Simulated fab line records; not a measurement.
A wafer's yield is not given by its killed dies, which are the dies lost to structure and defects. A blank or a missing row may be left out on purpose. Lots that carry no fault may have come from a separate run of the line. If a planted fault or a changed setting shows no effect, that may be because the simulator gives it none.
Which tool did it? ; flow berkeley-cmos170 ; 14 lots with 42 wafers sampled at 5 steps, on a route of 331 steps

== WHAT THE GAUGES SHOWED, per wafer ==
UCB170_V1_BOW_MEAS_03. Usual: for V1_BOW the level is 18 um and the standard deviation is 7.1.
lot;measured;on;V1_BOW (um);flag
L868;day 6 10:54;film-metro-02;14 20 24;
L869;day 7 13:23;film-metro-03;16 15 9;
L871;day 7 19:34;film-metro-02;23 22 12;
L870;day 7 19:35;film-metro-04;25 21 40;
L873;day 7 23:41;film-metro-03;7 24 19;
L874;day 8 13:36;film-metro-02;13 19 13;
L872;day 8 13:38;film-metro-04;12 26 26;
L875;day 9 01:51;film-metro-02;20 13 26;
L876;day 9 02:09;film-metro-02;20 19 14;
L883;day 10 08:53;film-metro-03;28 20 12;
L886;day 11 11:50;film-metro-02;9 22 18;
L887;day 11 12:02;film-metro-04;22 13 17;
L889;day 12 01:07;film-metro-02;14 11 19;
L891;day 12 01:26;film-metro-03;20 8 25;

UCB170_V1_OVL_MEAS_13. Usual: for V1_OVL the level is 2 nm and the standard deviation is 5.2.
lot;measured;on;V1_OVL (nm);flag
L868;day 6 12:56;overlay-02;4 7 -1;
L869;day 7 15:42;overlay-02;-1 -2 0;
L871;day 7 22:33;overlay-01;8 4 11;
L870;day 7 22:43;overlay-02;10 9 5;
L873;day 8 01:35;overlay-01;7 1 1;
L874;day 8 15:09;overlay-02;1 1 4;
L872;day 8 15:26;overlay-02;-8 -4 -1;
L875;day 9 03:14;overlay-01;6 -1 14;
L876;day 9 03:35;overlay-02;4 1 -5;
L883;day 10 10:36;overlay-01;-4 1 1;
L886;day 11 14:04;overlay-02;3 3 2;
L887;day 11 14:02;overlay-01;-6 -2 -2;
L889;day 12 04:00;overlay-01;-2 0 0;
L891;day 12 04:17;overlay-02;8 4 3;

UCB170_M2_CD_MEAS_90: target cd 700 nm. Usual: cd-nm reads 701 nm (standard deviation 3.6).
lot;measured;on;cd-nm (nm);flag
L868;day 6 16:39;cd-sem-01;700 700 700;
L869;day 7 18:38;cd-sem-02;697 700 697;
L871;day 8 01:49;cd-sem-02;700 701 701;
L870;day 8 02:02;cd-sem-02;691 695 699;
L873;day 8 04:25;cd-sem-01;704 703 708;
L874;day 8 17:58;cd-sem-02;701 697 701;
L872;day 8 18:32;cd-sem-02;- - -;OFF
L875;day 9 06:05;cd-sem-02;- - -;OFF
L876;day 9 06:29;cd-sem-01;698 703 706;
L883;day 10 13:58;cd-sem-01;698 701 699;
L886;day 11 17:28;cd-sem-02;704 704 704;
L887;day 11 17:10;cd-sem-02;708 701 707;
L889;day 12 07:28;cd-sem-01;707 702 698;
L891;day 12 07:53;cd-sem-01;698 700 697;

== WHICH TOOL RAN EACH LOT (tool, then ch and the chambers of the sampled wafers, then the start) ==
lot;UCB170_M2_METAL_ETCH_18;UCB170_M2_STRIP_19
L868;rie-metal-02 ch 0,1, day 6 16:12;plasma-asher-01 ch 0,1, day 6 16:23
L869;rie-metal-01 ch 0,1, day 7 18:21;plasma-asher-04 ch 0,1, day 7 18:32
L871;rie-metal-04 ch 0,1, day 8 01:32;plasma-asher-01 ch 0,1, day 8 01:42
L870;rie-metal-01 ch 0,1, day 8 01:45;plasma-asher-01 ch 0,1, day 8 01:56
L873;rie-metal-02 ch 0,1, day 8 04:07;plasma-asher-02 ch 0,1, day 8 04:19
L874;rie-metal-01 ch 0,1, day 8 17:41;plasma-asher-04 ch 0,1, day 8 17:52
L872;rie-metal-04 ch 0,1, day 8 18:17;plasma-asher-02 ch 0,1, day 8 18:26
L875;rie-metal-04 ch 0,1, day 9 05:48;plasma-asher-04 ch 0,1, day 9 05:59
L876;rie-metal-01 ch 0,1, day 9 06:11;plasma-asher-02 ch 0,1, day 9 06:23
L883;rie-metal-01 ch 0,1, day 10 13:39;plasma-asher-04 ch 0,1, day 10 13:50
L886;rie-metal-02 ch 0,1, day 11 17:09;plasma-asher-02 ch 0,1, day 11 17:20
L887;rie-metal-04 ch 0,1, day 11 16:52;plasma-asher-01 ch 0,1, day 11 17:04
L889;rie-metal-04 ch 0,1, day 12 07:11;plasma-asher-04 ch 0,1, day 12 07:22
L891;rie-metal-01 ch 0,1, day 12 07:35;plasma-asher-01 ch 0,1, day 12 07:46
- UCB170_M2_METAL_ETCH_18: etches Al in Cl2/BCl3, stops on SiO2, target depth 1170 nm, time 195 s.
- UCB170_M2_STRIP_19: strips in O2.

== AS READ BY THE TOOLS THEMSELVES (means over the sampled wafers that have a number; for cases with no such wafer, the mark the record gives instead) ==
UCB170_M2_METAL_ETCH_18. Usual: bcl3-flow-sccm 44.99 sccm, standard deviation 0.13; bias-w 120.0 W, standard deviation 0.38; drypump-motor-current-A 5.6 A, standard deviation 0.53; oes-product-au 0.857 a.u., standard deviation 0.015; throttle-valve-pct 24.4 %, standard deviation 0.38.
lot;tool;bcl3-flow-sccm (sccm);bias-w (W);drypump-motor-current-A (A);oes-product-au (a.u.);throttle-valve-pct (%);flag
L868;rie-metal-02;44.87;119.9;5.5;0.861;24.4;
L869;rie-metal-01;45.06;120.0;5.5;0.862;24.3;
L871;rie-metal-04;45.03;119.9;6.0;0.856;24.6;
L870;rie-metal-01;45.06;119.6;5.5;0.864;24.3;
L873;rie-metal-02;44.97;120.1;5.2;0.865;24.7;
L874;rie-metal-01;44.98;120.0;5.3;0.847;24.0;
L872;rie-metal-04;-;-;-;-;-;OFF
L875;rie-metal-04;-;-;-;-;-;OFF
L876;rie-metal-01;44.79;120.0;5.4;0.856;24.3;
L883;rie-metal-01;45.02;119.9;5.5;0.856;24.3;
L886;rie-metal-02;45.05;120.2;5.5;0.876;24.5;
L887;rie-metal-04;45.20;120.4;6.3;0.853;24.7;
L889;rie-metal-04;45.10;120.3;6.3;0.845;24.7;
L891;rie-metal-01;44.98;120.4;5.5;0.858;24.3;

UCB170_M2_STRIP_19. Usual: drypump-motor-current-A 5.6 A, standard deviation 0.52; o2-flow-sccm 400.2 sccm, standard deviation 1.2; oes-product-au 0.532 a.u., standard deviation 0.021.
lot;tool;drypump-motor-current-A (A);o2-flow-sccm (sccm);oes-product-au (a.u.);flag
L868;plasma-asher-01;5.7;399.6;0.506;
L869;plasma-asher-04;5.4;400.2;0.552;
L871;plasma-asher-01;5.8;400.8;0.524;
L870;plasma-asher-01;5.8;400.3;0.547;
L873;plasma-asher-02;5.9;400.7;0.512;
L874;plasma-asher-04;5.1;399.8;0.553;
L872;plasma-asher-02;6.0;400.7;0.726;OFF
L875;plasma-asher-04;5.5;399.6;0.726;OFF
L876;plasma-asher-02;6.0;400.4;0.551;
L883;plasma-asher-04;5.5;399.3;0.548;
L886;plasma-asher-02;5.7;401.4;0.525;
L887;plasma-asher-01;5.8;400.8;0.509;
L889;plasma-asher-04;5.1;397.1;0.503;
L891;plasma-asher-01;5.8;398.9;0.552;

== THE ANSWER, worked out from the rows above alone ==
Rule: a lot is off if the mean of its wafers that have a number lies more than 3 standard deviations from the usual mean. Also off: a lot with no number at a reading for which 4 or more lots have one. Any other lot the step has rows for is counted as sound. Order of review: gauges by route order, followed by the tools' own readings, for which a lot's mean as printed above is used. The first step at which some lot is off is used, and at that step the reading that is off furthest; a lot without a number counts as furthest.
Off at UCB170_M2_CD_MEAS_90 (cd-nm): L872, L875. Without a number there: L872, L875.
A tool fits if, at a process step before that reading, it ran every lot that is off, and no sound lot after the first of them. Not tried: the gauges at UCB170_M2_CD_MEAS_90; whatever is off there is also off at UCB170_M2_METAL_ETCH_18, on other tools, and gauge error can't account for it. Not one of the candidates tried fits.

== WHAT HAD BEEN PUT IN BY THE SIMULATOR ==
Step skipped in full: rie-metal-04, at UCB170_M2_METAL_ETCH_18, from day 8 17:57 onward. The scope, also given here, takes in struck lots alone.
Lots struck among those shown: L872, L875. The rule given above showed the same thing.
